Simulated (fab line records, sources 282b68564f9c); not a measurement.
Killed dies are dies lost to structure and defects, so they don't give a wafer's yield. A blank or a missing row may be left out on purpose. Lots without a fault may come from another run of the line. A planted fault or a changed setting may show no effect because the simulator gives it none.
Problem report in the 8D (eight disciplines) form, filled by code | flow rit_cmos | the parts of the form that need people (team, actions taken, sign-off) are left out

1. THE PROBLEM
NRETRO_OVL at RIT_NRETRO_OVL_MEAS_06 reads a mean of -180.4 nm on 9 wafers of 3 lots; wafers without a fault read -1.2 nm with a standard deviation of 1.5. That is -99 or more standard deviations from the usual mean.
First seen on wafer L260.2, day 5 02:58, on overlay-01. The record holds 45 wafers of 15 lots with a number at this step. Rule for "out", or "out of limits": more than 4 standard deviations from the usual mean. The other wafers with a number count as sound.

2. WHAT IT IS AND WHAT IT IS NOT
question                    | is                     | is not
which readings at this step | NRETRO_OVL             | -
which lots                  | L260, L263, L264       | L246, L248, L249, L251, L253, L254, L255, L256, L262, L265, L266, L269
which wafers of those lots  | all that have a number | -
read on which gauges        | overlay-01, overlay-02 | -
when                        | from day 5 02:58       | up to then (24 sound wafers); but 12 sound wafers of L262, L265, L266, L269 came after

3. SUSPECTS, AND WHAT RULES EACH OUT
Counting: a tool at a process step up to the reading stays a suspect if it ran every lot that is out and no sound lot after the first of them.
- the gauge at RIT_NRETRO_OVL_MEAS_06: ruled out. The wafers that are out were read on 2 gauges (overlay-01, overlay-02).
- iline_stepper-01 at RIT_NRETRO_EXPOSE_03 (exposes mask M4, target cd 43900 nm): kept. It ran every lot that is out, first L260 (day 5 02:33), and no sound lot after that; its last sound lot up to then is L256 (day 4 06:46).
Left after counting: iline_stepper-01 at RIT_NRETRO_EXPOSE_03.

4. THE CAUSE (what the simulator had put in)
Scanner matching overlay: iline_stepper-01, from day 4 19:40 on, at RIT_NRETRO_EXPOSE_03. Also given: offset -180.
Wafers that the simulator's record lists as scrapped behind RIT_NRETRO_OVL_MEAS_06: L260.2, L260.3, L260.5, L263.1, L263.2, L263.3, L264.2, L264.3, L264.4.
Counting left only this tool.

5. THE CHAIN OF EFFECTS, in route order
Each row: a reading whose mean over the struck wafers that have a number lies more than 3 standard deviations from the usual. Only readings for which the record gives a usual standard deviation are gone through. hours: the time from each lot's start at the first step in this table that gives one to its start at this step, as a median over the lots. sigmas: the change in usual standard deviations.
hours | step                   | reading    | usual   | on struck wafers | change | sigmas
0     | RIT_NRETRO_OVL_MEAS_06 | NRETRO_OVL | -1.2 nm | -180.4           | -179.2 | -99 or more

6. WHAT WOULD HAVE CAUGHT IT SOONER
In this record the first reading out of limits at a measuring or inspecting step was taken at day 5 02:58, 7 hours after the fault began at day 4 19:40.
Of the lots that are out (3), L263, L264 began RIT_NRETRO_EXPOSE_03 on iline_stepper-01 after day 5 02:58. A hold on the tool at that time would have spared those 2.
